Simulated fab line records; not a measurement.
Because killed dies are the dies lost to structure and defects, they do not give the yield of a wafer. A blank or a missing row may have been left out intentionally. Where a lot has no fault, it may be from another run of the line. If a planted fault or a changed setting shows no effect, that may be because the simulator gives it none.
fab line records + flow ritCmos + part 2 of 2: steps 26 to 36 of 36
record
- lots=5
- wafers=15
- lastDay=7
route steps=202 shown GATE@94 REOX@98 NLDD@103 PLDD@114 SPACER@125
lots untouched by any fault: they come from a run of this same line in which no faults occurred
startH: hours from the record's opening day to when the first of the lot's shown wafers began + waitH: hours elapsed since this lot's preceding step + " as in the row above + L1.1+2: a row that stands for several wafers + - no value, or no start was given + * or withheld: withheld + < > ~ a bound
route shown NAME@n: names a module that has steps shown in the file, with the first one's number in the route + usual: mean/standard deviation of fault-free wafers + same: alike in all rows + chamber/n: place in a boat + sites: per-site readings + _std_site: their standard deviation + _edge_site: outer sites' mean less inner sites' + radiusMm: for every site, how far away it sits from the centre of the wafer + mask NAME#n: copy n + behind: the tool/chamber that last shaped the wafer + hold: why the lot was held/for how many hours/how that ended + device: whichever transistor did not switch (one of n, p or np) + end of line: tests run on the same wafers once the route is complete + a step with no rows: only its recipe + killed: the dies lost at the first sort to structure and to defects; this is not the yield of the wafer + map: shows each die of a wafer: x if killed, . if not, _ if none is there
set.NAME: the setting as run; set.NAME@STEP: as run at that earlier step + model.NAME: the simulator's own value behind a step, which no gauge read
lots at selected steps of the route; one table per step, one row per wafer
services: from which hour (startH, from the record's first day; less than 0 if before it) a tool's chamber was out of use, for how many hours, and why
## steps
# step RIT_PLDD_DEVELOP_05
# recipe
- resist=NOVOLAK
- developTimeS=50
- devTempC=23
# usual
- resistLineTempC=23.00/0.1
| lot.wafer | tool          | chamber | startH | waitH | resistLineTempC |
|-----------|---------------|---------|--------|-------|-----------------|
| L074.1    | lithoTrack-02 | 0       | -      | -     | 22.92           |
| L074.2    | "             | 0       | "      | "     | 23.06           |
| L074.4    | "             | 0       | "      | "     | 23.09           |
| L075.2    | lithoTrack-03 | 0       | -      | -     | 23.14           |
| L075.4    | "             | 0       | "      | "     | 22.95           |
| L075.5    | "             | 0       | "      | "     | 23.10           |
| L077.1    | lithoTrack-03 | 0       | -      | -     | 23.13           |
| L077.2    | "             | 0       | "      | "     | 23.00           |
| L077.5    | "             | 0       | "      | "     | 22.99           |
| L091.1    | lithoTrack-04 | 0       | -      | -     | 22.98           |
| L091.4    | "             | 0       | "      | "     | 22.95           |
| L091.6    | "             | 0       | "      | "     | 22.91           |
| L094.2    | lithoTrack-04 | 0       | -      | -     | 22.98           |
| L094.3    | "             | 0       | "      | "     | 23.04           |
| L094.4    | "             | 0       | "      | "     | 22.79           |
# step RIT_PLDD_OVL_MEAS_06
# usual
- PLDD_OVL=-0.5/1.6
| lot.wafer | tool       | chamber | startH | waitH | PLDD_OVL[nm] |
|-----------|------------|---------|--------|-------|--------------|
| L074.1    | overlay-02 | -       | 53.56  | -     | -1.7         |
| L074.2    | "          | -       | "      | "     | -1.5         |
| L074.4    | "          | -       | "      | "     | -1.1         |
| L075.2    | overlay-01 | -       | 59.78  | -     | 1.0          |
| L075.4    | "          | -       | "      | "     | 3.3          |
| L075.5    | "          | -       | "      | "     | -0.5         |
| L077.1    | overlay-01 | -       | 66.00  | -     | -0.3         |
| L077.2    | "          | -       | "      | "     | -0.9         |
| L077.5    | "          | -       | "      | "     | 0.4          |
| L091.1    | overlay-01 | -       | 150.93 | -     | -3.5         |
| L091.4    | "          | -       | "      | "     | -3.4         |
| L091.6    | "          | -       | "      | "     | -1.9         |
| L094.2    | overlay-01 | -       | 160.11 | -     | -1.7         |
| L094.3    | "          | -       | "      | "     | -1.7         |
| L094.4    | "          | -       | "      | "     | -0.7         |
# step RIT_PLDD_HARDBAKE_07
# recipe
- resist=NOVOLAK
- tempC=140
- timeS=60
# usual
- resistLineTempC=23.02/0.084
| lot.wafer | tool          | chamber | startH | waitH | resistLineTempC |
|-----------|---------------|---------|--------|-------|-----------------|
| L074.1    | lithoTrack-03 | 0       | 53.60  | 0.0   | 23.05           |
| L074.2    | "             | 0       | "      | "     | 23.06           |
| L074.4    | "             | 0       | "      | "     | 22.85           |
| L075.2    | lithoTrack-03 | 0       | 59.83  | 0.0   | 23.01           |
| L075.4    | "             | 0       | "      | "     | 22.99           |
| L075.5    | "             | 0       | "      | "     | 23.12           |
| L077.1    | lithoTrack-04 | 0       | 66.08  | 0.1   | 23.01           |
| L077.2    | "             | 0       | "      | "     | 23.07           |
| L077.5    | "             | 0       | "      | "     | 22.97           |
| L091.1    | lithoTrack-04 | 0       | 150.96 | 0.0   | 22.98           |
| L091.4    | "             | 0       | "      | "     | 22.98           |
| L091.6    | "             | 0       | "      | "     | 22.90           |
| L094.2    | lithoTrack-04 | 0       | 160.16 | 0.0   | 23.01           |
| L094.3    | "             | 0       | "      | "     | 22.92           |
| L094.4    | "             | 0       | "      | "     | 22.94           |
# step RIT_PLDD_IMPLANT_08
# recipe
- species=BF2
- energyKev=19.73
- doseCm2=9e+14
- tiltDeg=7
# usual
- endStationPressureTorr=7.3e-06/3.8e-07
| lot.wafer | tool         | chamber | startH | waitH | endStationPressureTorr |
|-----------|--------------|---------|--------|-------|------------------------|
| L074.1    | implanter-04 | 0       | 53.75  | 0.1   | 6.7e-06                |
| L074.2    | "            | 0       | "      | "     | 6.6e-06                |
| L074.4    | "            | 0       | "      | "     | 7.6e-06                |
| L075.2    | implanter-01 | 0       | 59.98  | 0.1   | 7.5e-06                |
| L075.4    | "            | 0       | "      | "     | 7.2e-06                |
| L075.5    | "            | 0       | "      | "     | 7.5e-06                |
| L077.1    | implanter-01 | 0       | 66.23  | 0.1   | 7e-06                  |
| L077.2    | "            | 0       | "      | "     | 7.4e-06                |
| L077.5    | "            | 0       | "      | "     | 6.9e-06                |
| L091.1    | implanter-04 | 0       | 151.11 | 0.1   | 7.4e-06                |
| L091.4    | "            | 0       | "      | "     | 6.9e-06                |
| L091.6    | "            | 0       | "      | "     | 6.8e-06                |
| L094.2    | implanter-04 | 0       | 160.31 | 0.1   | 7e-06                  |
| L094.3    | "            | 0       | "      | "     | 6.9e-06                |
| L094.4    | "            | 0       | "      | "     | 7.5e-06                |
# step RIT_PLDD_STRIP_09
# recipe
- chemistry=O2
- timeS=180
- resist=NOVOLAK
- platenTempC=withheld
- powerW=500
- pressureMtorr=4000
- o2FlowSccm=4000
# usual
- drypumpMotorCurrentA=5.9/0.69
| lot.wafer | tool           | chamber | startH | waitH | drypumpMotorCurrentA | rfHoursCounterH |
|-----------|----------------|---------|--------|-------|----------------------|-----------------|
| L074.1    | plasmaAsher-04 | 1       | 53.90  | 0.1   | 5.0                  | 39              |
| L074.2    | "              | 0       | "      | "     | 6.6                  | 39              |
| L074.4    | "              | 0       | "      | "     | 6.6                  | -               |
| L075.2    | plasmaAsher-03 | 0       | 60.11  | 0.1   | 5.9                  | 40              |
| L075.4    | "              | 1       | "      | "     | 5.5                  | -               |
| L075.5    | "              | 1       | "      | "     | 5.4                  | -               |
| L077.1    | plasmaAsher-04 | 1       | 66.38  | 0.1   | 5.0                  | 41              |
| L077.2    | "              | 0       | "      | "     | 6.6                  | 41              |
| L077.5    | "              | 0       | "      | "     | 6.6                  | -               |
| L091.1    | plasmaAsher-04 | 0       | 151.26 | 0.1   | 6.6                  | 49              |
| L091.4    | "              | 1       | "      | "     | 5.0                  | -               |
| L091.6    | "              | 0       | "      | "     | 6.6                  | -               |
| L094.2    | plasmaAsher-04 | 0       | 160.44 | 0.1   | 6.5                  | 51              |
| L094.3    | "              | 1       | "      | "     | 5.0                  | -               |
| L094.4    | "              | 0       | "      | "     | 6.6                  | -               |
# step RIT_PLDD_TW_MEAS_10
# usual
- PLDD_TW=2360/13
| lot.wafer | tool         | chamber | startH | waitH | PLDD_TW |
|-----------|--------------|---------|--------|-------|---------|
| L074.1    | filmMetro-04 | -       | 54.07  | 0.1   | 2372    |
| L074.2    | "            | -       | "      | "     | 2358    |
| L074.4    | "            | -       | "      | "     | 2366    |
| L075.2    | filmMetro-02 | -       | 60.29  | 0.1   | 2343    |
| L075.4    | "            | -       | "      | "     | 2348    |
| L075.5    | "            | -       | "      | "     | 2334    |
| L077.1    | filmMetro-04 | -       | 66.55  | 0.1   | 2356    |
| L077.2    | "            | -       | "      | "     | 2355    |
| L077.5    | "            | -       | "      | "     | 2361    |
| L091.1    | filmMetro-04 | -       | 151.44 | 0.1   | 2360    |
| L091.4    | "            | -       | "      | "     | 2368    |
| L091.6    | "            | -       | "      | "     | 2366    |
| L094.2    | filmMetro-02 | -       | 160.62 | 0.1   | 2340    |
| L094.3    | "            | -       | "      | "     | 2342    |
| L094.4    | "            | -       | "      | "     | 2343    |
# step RIT_SPACER_CLEAN_00
# recipe
- chemistry=SC1
- mix=3:3:50
- timeS=600
- tempC=75
# usual
- bathHeatDutyPct=15.0/1.7
| lot.wafer | tool        | chamber | startH | waitH | bathHeatDutyPct |
|-----------|-------------|---------|--------|-------|-----------------|
| L074.1    | wetBench-02 | 1       | 54.13  | 0.1   | 20.6            |
| L074.2    | "           | 1       | "      | "     | 20.1            |
| L074.4    | "           | 1       | "      | "     | 20.3            |
| L075.2    | wetBench-01 | 3       | 60.34  | 0.0   | 13.5            |
| L075.4    | "           | 3       | "      | "     | 14.6            |
| L075.5    | "           | 3       | "      | "     | 13.3            |
| L077.1    | wetBench-03 | 0       | 66.61  | 0.1   | 16.0            |
| L077.2    | "           | 0       | "      | "     | 16.5            |
| L077.5    | "           | 0       | "      | "     | 15.7            |
| L091.1    | wetBench-01 | 2       | 151.50 | 0.1   | 14.7            |
| L091.4    | "           | 2       | "      | "     | 14.0            |
| L091.6    | "           | 2       | "      | "     | 14.4            |
| L094.2    | wetBench-02 | 3       | 160.67 | 0.0   | 14.4            |
| L094.3    | "           | 3       | "      | "     | 15.6            |
| L094.4    | "           | 3       | "      | "     | 15.8            |
# step RIT_SPACER_CLEAN_01
# recipe
- chemistry=dHF
- dilution=50:1
- timeS=30
| lot.wafer  | tool        | chamber | startH | waitH |
|------------|-------------|---------|--------|-------|
| L074.1+2+4 | wetBench-03 | 2       | 54.34  | 0.0   |
| L075.2+4+5 | wetBench-03 | 0       | 60.52  | 0.0   |
| L077.1+2+5 | wetBench-01 | 0       | 66.79  | 0.0   |
| L091.1+4+6 | wetBench-03 | 0       | 151.71 | 0.0   |
| L094.2+3+4 | wetBench-03 | 2       | 160.88 | 0.0   |
# step RIT_SPACER_CLEAN_02
# recipe
- chemistry=SC2
- mix=3:3:50
- timeS=600
- tempC=75
- dry=n2Spin
# usual
- bathHeatDutyPct=16.0/2.5
| lot.wafer | tool        | chamber | startH | waitH | bathHeatDutyPct |
|-----------|-------------|---------|--------|-------|-----------------|
| L074.1    | wetBench-01 | 0       | 54.36  | 0.0   | 16.9            |
| L074.2    | "           | 0       | "      | "     | 16.1            |
| L074.4    | "           | 0       | "      | "     | 16.9            |
| L075.2    | wetBench-01 | 2       | 60.53  | 0.0   | 14.8            |
| L075.4    | "           | 2       | "      | "     | 16.9            |
| L075.5    | "           | 2       | "      | "     | 15.8            |
| L077.1    | wetBench-03 | 1       | 66.81  | 0.0   | 16.5            |
| L077.2    | "           | 1       | "      | "     | 16.4            |
| L077.5    | "           | 1       | "      | "     | 17.1            |
| L091.1    | wetBench-02 | 1       | 151.72 | 0.0   | 20.7            |
| L091.4    | "           | 1       | "      | "     | 20.9            |
| L091.6    | "           | 1       | "      | "     | 19.6            |
| L094.2    | wetBench-01 | 3       | 160.90 | 0.0   | 14.3            |
| L094.3    | "           | 3       | "      | "     | 14.9            |
| L094.4    | "           | 3       | "      | "     | 13.9            |
# step RIT_SPACER_CVD_03
# recipe
- material=Si3N4
- targetThkNm=250
- tempC=810
- precursor=SiH2Cl2/NH3
- timeS=3300
- pressureMtorr=300
- sih2cl2FlowSccm=60
- nh3FlowSccm=150
| lot.wafer  | tool     | chamber | startH | waitH |
|------------|----------|---------|--------|-------|
| L074.1+2+4 | lpcvd-02 | 1       | 54.78  | 0.2   |
| L075.2+4+5 | lpcvd-01 | 1       | 60.71  | 0.0   |
| L077.1+2+5 | lpcvd-01 | 0       | 66.98  | 0.0   |
| L091.1+4+6 | lpcvd-01 | 0       | 152.38 | 0.5   |
| L094.2+3+4 | lpcvd-02 | 0       | 161.08 | 0.0   |
# step RIT_SPACER_THK_MEAS_04
# recipe
- reads=Si3N4_of_SPACER_CVD_03
# usual
- SPACER_NITRIDE_THK=249.0/2.3
| lot.wafer | tool         | chamber | startH | waitH | SPACER_NITRIDE_THK[nm] |
|-----------|--------------|---------|--------|-------|------------------------|
| L074.1    | filmMetro-02 | -       | 56.70  | 0.0   | 250.3                  |
| L074.2    | "            | -       | "      | "     | 248.7                  |
| L074.4    | "            | -       | "      | "     | 248.6                  |
| L075.2    | filmMetro-03 | -       | 62.64  | 0.0   | 250.7                  |
| L075.4    | "            | -       | "      | "     | 249.1                  |
| L075.5    | "            | -       | "      | "     | 249.0                  |
| L077.1    | filmMetro-04 | -       | 68.90  | 0.0   | 249.0                  |
| L077.2    | "            | -       | "      | "     | 248.7                  |
| L077.5    | "            | -       | "      | "     | 246.2                  |
| L091.1    | filmMetro-04 | -       | 154.32 | 0.0   | 249.3                  |
| L091.4    | "            | -       | "      | "     | 250.0                  |
| L091.6    | "            | -       | "      | "     | 248.2                  |
| L094.2    | filmMetro-02 | -       | 163.00 | 0.0   | 251.5                  |
| L094.3    | "            | -       | "      | "     | 251.8                  |
| L094.4    | "            | -       | "      | "     | 252.7                  |
## services
| tool            | chamber | startH | hours | kind   |
|-----------------|---------|--------|-------|--------|
| plasmaAsher-04  | -       | 26.60  | 9.4   | pm     |
| ilineStepper-02 | -       | 31.61  | 1.7   | pm     |
| rieSi-02        | -       | 32.69  | 0.4   | repair |
| implanter-03    | -       | 39.37  | 4.0   | repair |
| implanter-01    | -       | 42.78  | 3.2   | repair |
| implanter-01    | -       | 43.37  | 1.2   | repair |
| implanter-01    | -       | 48.48  | 2.5   | pm     |
| ilineStepper-02 | -       | 50.96  | 2.1   | pm     |
| implanter-04    | -       | 51.77  | 1.9   | repair |
| furnace-03      | -       | 66.37  | 63.7  | pm     |
| plasmaAsher-03  | -       | 67.92  | 1.6   | repair |
| rieSi-01        | 0       | 72.10  | 8.9   | repair |
| ilineStepper-01 | -       | 91.69  | 4.4   | pm     |
| lpcvd-01        | -       | 94.50  | 2.8   | pm     |
| rieSi-02        | -       | 97.06  | 2.0   | repair |
| implanter-02    | -       | 99.41  | 7.6   | pm     |
| implanter-01    | -       | 101.28 | 2.1   | repair |
| plasmaAsher-03  | -       | 108.75 | 9.0   | pm     |
| plasmaAsher-04  | -       | 125.04 | 1.7   | repair |
| rieSi-01        | 3       | 126.33 | 8.6   | repair |
| plasmaAsher-02  | -       | 126.86 | 2.8   | pm     |
| implanter-04    | -       | 127.20 | 0.7   | repair |
| ilineStepper-02 | -       | 137.13 | 2.0   | repair |
| furnace-04      | -       | 145.37 | 3.6   | pm     |
